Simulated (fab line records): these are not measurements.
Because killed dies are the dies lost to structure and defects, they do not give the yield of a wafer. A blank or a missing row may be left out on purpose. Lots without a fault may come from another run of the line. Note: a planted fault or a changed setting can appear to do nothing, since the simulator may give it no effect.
Which tool was responsible? || flow berkeley cmos170 || 39 wafers from 13 lots sampled at 3 of the route's 331 steps

## WHAT EACH GAUGE READ, for each wafer
UCB170_M3_RS_MEAS_02: measurement is done with a four-point probe. Usual: M3_AL_RS typically reads 0.0320 ohm/sq, with standard deviation 0.00031.
{"lot": "L567", "measured": "day 8 00:11", "on": "film metro-04", "M3_AL_RS (ohm/sq)": "0.0317 0.0321 0.0317", "flag": ""}
{"lot": "L568", "measured": "day 8 01:05", "on": "film metro-01", "M3_AL_RS (ohm/sq)": "0.0324 0.0323 0.0327", "flag": ""}
{"lot": "L569", "measured": "day 8 10:53", "on": "film metro-04", "M3_AL_RS (ohm/sq)": "0.0319 0.0319 0.0318", "flag": ""}
{"lot": "L571", "measured": "day 8 20:55", "on": "film metro-01", "M3_AL_RS (ohm/sq)": "0.0325 0.0323 0.0324", "flag": ""}
{"lot": "L570", "measured": "day 8 21:28", "on": "film metro-04", "M3_AL_RS (ohm/sq)": "0.0324 0.0321 0.0323", "flag": ""}
{"lot": "L573", "measured": "day 8 21:43", "on": "film metro-01", "M3_AL_RS (ohm/sq)": "0.0320 0.0321 0.0322", "flag": ""}
{"lot": "L572", "measured": "day 8 21:58", "on": "film metro-01", "M3_AL_RS (ohm/sq)": "0.0320 0.0318 0.0317", "flag": ""}
{"lot": "L575", "measured": "day 9 19:13", "on": "film metro-04", "M3_AL_RS (ohm/sq)": "0.0322 0.0321 0.0320", "flag": ""}
{"lot": "L578", "measured": "day 10 02:07", "on": "film metro-03", "M3_AL_RS (ohm/sq)": "0.0325 0.0325 0.0325", "flag": ""}
{"lot": "L579", "measured": "day 10 02:22", "on": "film metro-01", "M3_AL_RS (ohm/sq)": "0.0314 0.0318 0.0316", "flag": ""}
{"lot": "L584", "measured": "day 11 10:23", "on": "film metro-04", "M3_AL_RS (ohm/sq)": "0.0318 0.0319 0.0318", "flag": ""}
{"lot": "L588", "measured": "day 12 01:17", "on": "film metro-01", "M3_AL_RS (ohm/sq)": "0.0329 0.0728 0.0324", "flag": "OFF"}
{"lot": "L590", "measured": "day 12 01:34", "on": "film metro-03", "M3_AL_RS (ohm/sq)": "0.0317 0.0321 0.0316", "flag": ""}

UCB170_M3_THK_MEAS_03: measures by xrf. Usual: M3_AL_THK typically reads 900 nm, with standard deviation 8.6.
{"lot": "L567", "measured": "day 8 00:17", "on": "film metro-04", "M3_AL_THK (nm)": "905 897 906", "flag": ""}
{"lot": "L568", "measured": "day 8 01:12", "on": "film metro-01", "M3_AL_THK (nm)": "895 898 888", "flag": ""}
{"lot": "L569", "measured": "day 8 11:01", "on": "film metro-04", "M3_AL_THK (nm)": "896 902 901", "flag": ""}
{"lot": "L571", "measured": "day 8 21:02", "on": "film metro-01", "M3_AL_THK (nm)": "895 901 894", "flag": ""}
{"lot": "L570", "measured": "day 8 21:35", "on": "film metro-04", "M3_AL_THK (nm)": "889 893 888", "flag": ""}
{"lot": "L573", "measured": "day 8 21:49", "on": "film metro-01", "M3_AL_THK (nm)": "909 904 897", "flag": ""}
{"lot": "L572", "measured": "day 8 22:05", "on": "film metro-01", "M3_AL_THK (nm)": "908 910 917", "flag": ""}
{"lot": "L575", "measured": "day 9 19:20", "on": "film metro-04", "M3_AL_THK (nm)": "895 899 901", "flag": ""}
{"lot": "L578", "measured": "day 10 02:14", "on": "film metro-03", "M3_AL_THK (nm)": "888 886 883", "flag": ""}
{"lot": "L579", "measured": "day 10 02:29", "on": "film metro-01", "M3_AL_THK (nm)": "919 916 918", "flag": ""}
{"lot": "L584", "measured": "day 11 10:31", "on": "film metro-04", "M3_AL_THK (nm)": "899 895 905", "flag": ""}
{"lot": "L588", "measured": "day 12 01:25", "on": "film metro-01", "M3_AL_THK (nm)": "885 403 895", "flag": "OFF"}
{"lot": "L590", "measured": "day 12 01:41", "on": "film metro-03", "M3_AL_THK (nm)": "910 898 919", "flag": ""}

## WHICH TOOL RAN EACH LOT (tool, then ch and the chambers of the sampled wafers, then the start)
{"lot": "L567", "UCB170_M3_SPUTTER_01": "pvd sputter-02, day 8 00:03"}
{"lot": "L568", "UCB170_M3_SPUTTER_01": "pvd sputter-01, day 8 00:59"}
{"lot": "L569", "UCB170_M3_SPUTTER_01": "pvd sputter-01, day 8 10:49"}
{"lot": "L571", "UCB170_M3_SPUTTER_01": "pvd sputter-03, day 8 20:49"}
{"lot": "L570", "UCB170_M3_SPUTTER_01": "pvd sputter-02, day 8 21:22"}
{"lot": "L573", "UCB170_M3_SPUTTER_01": "pvd sputter-03, day 8 21:37"}
{"lot": "L572", "UCB170_M3_SPUTTER_01": "pvd sputter-01, day 8 21:52"}
{"lot": "L575", "UCB170_M3_SPUTTER_01": "pvd sputter-03, day 9 19:07"}
{"lot": "L578", "UCB170_M3_SPUTTER_01": "pvd sputter-03, day 10 02:02"}
{"lot": "L579", "UCB170_M3_SPUTTER_01": "pvd sputter-02, day 10 02:16"}
{"lot": "L584", "UCB170_M3_SPUTTER_01": "pvd sputter-01, day 11 10:19"}
{"lot": "L588", "UCB170_M3_SPUTTER_01": "pvd sputter-02, day 12 01:13"}
{"lot": "L590", "UCB170_M3_SPUTTER_01": "pvd sputter-01, day 12 01:29"}
- UCB170_M3_SPUTTER_01: material Al, target thk 900 nm, time 120 s.

## WHAT THE TOOLS THEMSELVES READ (means of the sampled wafers that have a number; where no wafer has one, the mark that the record gives instead)
UCB170_M3_SPUTTER_01. Usual: cathode dc power W 6000.1 W, standard deviation 0.99; throttle valve pct 30.2 %, standard deviation 0.79.
{"lot": "L567", "tool": "pvd sputter-02", "cathode dc power W (W)": 5999.5, "throttle valve pct (%)": 31.1, "flag": ""}
{"lot": "L568", "tool": "pvd sputter-01", "cathode dc power W (W)": 6000.2, "throttle valve pct (%)": 29.5, "flag": ""}
{"lot": "L569", "tool": "pvd sputter-01", "cathode dc power W (W)": 5999.9, "throttle valve pct (%)": 29.8, "flag": ""}
{"lot": "L571", "tool": "pvd sputter-03", "cathode dc power W (W)": 6000.6, "throttle valve pct (%)": 29.7, "flag": ""}
{"lot": "L570", "tool": "pvd sputter-02", "cathode dc power W (W)": 5999.1, "throttle valve pct (%)": 31.4, "flag": ""}
{"lot": "L573", "tool": "pvd sputter-03", "cathode dc power W (W)": 6000.4, "throttle valve pct (%)": 30.2, "flag": ""}
{"lot": "L572", "tool": "pvd sputter-01", "cathode dc power W (W)": 6000.2, "throttle valve pct (%)": 29.8, "flag": ""}
{"lot": "L575", "tool": "pvd sputter-03", "cathode dc power W (W)": 6000.7, "throttle valve pct (%)": 29.7, "flag": ""}
{"lot": "L578", "tool": "pvd sputter-03", "cathode dc power W (W)": 5999.5, "throttle valve pct (%)": 29.7, "flag": ""}
{"lot": "L579", "tool": "pvd sputter-02", "cathode dc power W (W)": 6000.1, "throttle valve pct (%)": 31.0, "flag": ""}
{"lot": "L584", "tool": "pvd sputter-01", "cathode dc power W (W)": 6000.5, "throttle valve pct (%)": 30.1, "flag": ""}
{"lot": "L588", "tool": "pvd sputter-02", "cathode dc power W (W)": 4914.9, "throttle valve pct (%)": 30.6, "flag": "OFF"}
{"lot": "L590", "tool": "pvd sputter-01", "cathode dc power W (W)": 6000.1, "throttle valve pct (%)": 29.9, "flag": ""}

## THE ANSWER, worked out from the rows above alone
Rule: take the mean of a lot's wafers that have a number; if it is more than 3 standard deviations from the usual mean, the lot is off. Also off: a lot with no number at a reading for which 4 or more lots have one. Any other lot the step has rows for is counted as sound. First the gauges in route order, then the tools' own readings, where a lot's mean is used as printed above. The first step at which some lot is off is used, and at that step the reading that is off furthest; a lot without a number counts as furthest.
Off: L588, at UCB170_M3_RS_MEAS_02 (M3_AL_RS).
A tool fits if, at a process step before that reading, it ran every lot that is off, and no sound lot after the first of them. The gauges at UCB170_M3_RS_MEAS_02 aren't tried: what is off there is off at UCB170_M3_SPUTTER_01 too, on other tools, and a gauge's error can't cause that. One fits: pvd sputter-02 at UCB170_M3_SPUTTER_01. Its last sound lot is L579 (day 10 02:16), its first lot that is off L588 (day 12 01:13): a fault that began between those two fits.
The tool's own readings at UCB170_M3_SPUTTER_01 bear it out: on the lots that are off they differ by more than 5 times the standard deviation of the sound lots' means. cathode dc power W reads 4914.9 W there against 6000.1 W on the sound lots.

## WHAT THE SIMULATOR PUT IN
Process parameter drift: pvd sputter-02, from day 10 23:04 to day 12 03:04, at UCB170_M3_SPUTTER_01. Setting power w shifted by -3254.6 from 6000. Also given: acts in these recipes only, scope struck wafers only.
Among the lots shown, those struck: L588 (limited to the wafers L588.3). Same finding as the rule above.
